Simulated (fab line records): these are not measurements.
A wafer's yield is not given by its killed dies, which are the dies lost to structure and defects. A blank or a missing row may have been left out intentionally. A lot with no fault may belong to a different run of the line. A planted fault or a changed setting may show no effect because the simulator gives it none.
The tool behind it: which one?    flow berkeleyCmos170    route of 331 steps, sampled at 1 step: 15 lots, 45 wafers

## WHAT EACH GAUGE READ, for each wafer
The record holds no reading of a measuring or inspecting step that can be judged against a usual standard deviation.

## TOOL THAT RAN EACH LOT (tool first, then ch and the chambers of the sampled wafers, then the start)
lot   UCB170_PFIELD_PEB_04
L897  lithoTrack-01 ch 0, day 4 00:35
L898  lithoTrack-03 ch 0, day 4 11:31
L900  lithoTrack-03 ch 0, day 4 20:14
L901  lithoTrack-01 ch 0, day 5 02:59
L902  lithoTrack-01 ch 0, day 5 07:09
L907  lithoTrack-01, day 6 15:44
L908  lithoTrack-04, day 6 16:26
L909  lithoTrack-04, day 6 23:41
L913  lithoTrack-03 ch 0, day 7 04:41
L912  lithoTrack-04 ch 0, day 7 14:13
L915  lithoTrack-01 ch 0, day 8 04:13
L917  lithoTrack-04 ch 0, day 8 08:43
L916  lithoTrack-01 ch 0, day 8 08:50
L918  lithoTrack-01 ch 0, day 8 09:08
L920  lithoTrack-03 ch 0, day 8 23:40
- UCB170_PFIELD_PEB_04

## AS READ BY THE TOOLS THEMSELVES (means over the sampled wafers that have a number; for cases with no such wafer, the mark the record gives instead)
UCB170_PFIELD_PEB_04. Usual: chillPlateTempC 23.02 C, standard deviation 0.11; exhaustPa 45.0 Pa, standard deviation 0.82.
lot   tool           chillPlateTempC (C)  exhaustPa (Pa)  flag
L897  lithoTrack-01  22.99                43.9            
L898  lithoTrack-03  23.05                45.3            
L900  lithoTrack-03  23.10                45.3            
L901  lithoTrack-01  23.02                45.4            
L902  lithoTrack-01  23.08                44.5            
L907  lithoTrack-01  -                    -               OFF
L908  lithoTrack-04  -                    -               OFF
L909  lithoTrack-04  -                    -               OFF
L913  lithoTrack-03  23.06                45.6            
L912  lithoTrack-04  22.94                44.7            
L915  lithoTrack-01  22.90                45.0            
L917  lithoTrack-04  23.06                44.0            
L916  lithoTrack-01  22.88                45.4            
L918  lithoTrack-01  23.00                45.1            
L920  lithoTrack-03  23.16                45.5            

## THE ANSWER, worked out from the rows above alone
Rule: lot off if the mean of its wafers having a number is beyond 3 standard deviations from the usual mean. Also off: a lot with no number at a reading for which 4 or more lots have one. All remaining lots with rows at the step are treated as sound. Order of review: gauges by route order, followed by the tools' own readings, for which a lot's mean as printed above is used. At the first step where some lot is off, the reading lying furthest off is the one used; lots without a number count as furthest.
Off: L907, L908, L909, at UCB170_PFIELD_PEB_04 (chillPlateTempC). Without a number there: L907, L908, L909.
A tool fits if, at that step or a process step before it, it ran every lot that is off, and no sound lot after the first of them. Of those tried, none fits.

## WHAT THE SIMULATOR PUT IN
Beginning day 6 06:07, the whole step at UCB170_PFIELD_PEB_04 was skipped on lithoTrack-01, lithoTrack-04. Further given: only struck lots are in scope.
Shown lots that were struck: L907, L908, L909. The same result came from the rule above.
